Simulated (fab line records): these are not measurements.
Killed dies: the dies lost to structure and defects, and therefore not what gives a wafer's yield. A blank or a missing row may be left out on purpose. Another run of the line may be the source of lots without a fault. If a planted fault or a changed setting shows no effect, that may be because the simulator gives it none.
One fault through the eyes of 2 desks || flow rit_cmos || what lay behind the numbers comes last; until then each desk has only its own

== TOOL OWNER'S DESK, litho_track-03 ==
The tool's own readings at RIT_PLDD_COAT_01 (resist thk 1000 nm): means of the sampled wafers that have a number, for each lot that ran on this tool. Marked OUT: a lot whose mean sits more than 4 standard deviations from the usual mean, which makes it out of limits; the brackets give that distance.
Columns: A = chill_plate_temp_C at RIT_PLDD_COAT_01, usual 22.99 C; B = dispense_pressure_kPa at RIT_PLDD_COAT_01, usual 49.3 kPa; C = exhaust_pa at RIT_PLDD_COAT_01, usual 45.0 Pa; D = spin_speed_rpm at RIT_PLDD_COAT_01, usual 3249.7 rpm
{"lot": "L815", "first seen here": "day 3 04:28", "A": 23.08, "B": 48.5, "C": 46.1, "D": 3247.7}
{"lot": "L822", "first seen here": "day 4 16:17", "A": 23.03, "B": 48.3, "C": 44.6, "D": 3248.2}
{"lot": "L830", "first seen here": "day 6 08:33", "A": 22.85, "B": 48.3, "C": 44.3, "D": 3251.4}
{"lot": "L832", "first seen here": "day 6 16:17", "A": 23.11, "B": 48.3, "C": 44.9, "D": 3248.6}
{"lot": "L834", "first seen here": "day 7 03:52", "A": 22.88, "B": 48.4, "C": 44.9, "D": 3252.1}
Result from this desk: across the 5 lots, nothing is out of limits.

== METROLOGY DESK ==
What the gauges read, lot by lot, whatever tool the lot ran on: means of the sampled wafers that have a number. Marked OUT: a lot whose mean sits more than 4 standard deviations from the usual mean, which makes it out of limits; the brackets give that distance.
Columns: A = PWELL_TW at RIT_PWELL_TW_MEAS_10, usual 962; B = NLDD_TW at RIT_NLDD_TW_MEAS_10, usual 2533; C = PLDD_OVL at RIT_PLDD_OVL_MEAS_06, usual -0.2 nm; D = NSD_TW at RIT_NSD_TW_MEAS_10, usual 3173
{"lot": "L814", "first seen here": "day 2 00:11", "A": 979, "B": 2527, "C": 0.3, "D": 3168}
{"lot": "L815", "first seen here": "day 2 05:48", "A": 956, "B": 2519, "C": -0.8, "D": 3179}
{"lot": "L816", "first seen here": "day 2 09:49", "A": 977, "B": 2527, "C": 0.1, "D": 3178}
{"lot": "L817", "first seen here": "day 2 15:08", "A": 954, "B": 2524, "C": -0.7, "D": 3163}
{"lot": "L822", "first seen here": "day 3 15:13", "A": 967, "B": 2514, "C": -1.6, "D": 3187}
{"lot": "L827", "first seen here": "day 4 18:04", "A": 953, "B": 2557, "C": "-", "D": "3339 (+9.2) OUT"}
{"lot": "L828", "first seen here": "day 4 21:36", "A": 957, "B": 2550, "C": "-", "D": "3361 (+10) OUT"}
{"lot": "L830", "first seen here": "day 5 09:10", "A": 968, "B": 2557, "C": -0.2, "D": 3181}
{"lot": "L831", "first seen here": "day 5 12:53", "A": 973, "B": 2559, "C": 0.1, "D": 3200}
{"lot": "L832", "first seen here": "day 5 20:05", "A": 954, "B": 2540, "C": -1.3, "D": 3202}
{"lot": "L833", "first seen here": "day 5 23:14", "A": 949, "B": 2526, "C": 1.8, "D": 3159}
{"lot": "L834", "first seen here": "day 6 04:20", "A": 954, "B": 2538, "C": -0.1, "D": 3173}
{"lot": "L835", "first seen here": "day 6 10:11", "A": 949, "B": 2532, "C": 0.4, "D": 3181}
{"lot": "L837", "first seen here": "day 6 20:49", "A": 959, "B": 2536, "C": -0.5, "D": 3141}
This desk's result: L827, L828 out of limits, first on L827 (NSD_TW at RIT_NSD_TW_MEAS_10), day 5 21:15. In limits: L814, L815, L816, L817, L822, L830, L831, L832, L833, L834, L835, L837.

== TAKEN TOGETHER ==
An alarm was possible from the metrology desk at day 5 21:15, on L827, L828.
The desk of the tool owner found nothing out of limits.
The tool owner's desk has no number on record for L827, L828.
The lots listed all ran RIT_PLDD_COAT_01 on litho_track-03.

== WHAT THE SIMULATOR HAD PUT IN ==
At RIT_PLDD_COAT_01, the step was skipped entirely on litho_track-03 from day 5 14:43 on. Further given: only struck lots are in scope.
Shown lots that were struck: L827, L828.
Delay in hours, fault start to first out-of-limits reading, per desk: metrology desk 7.
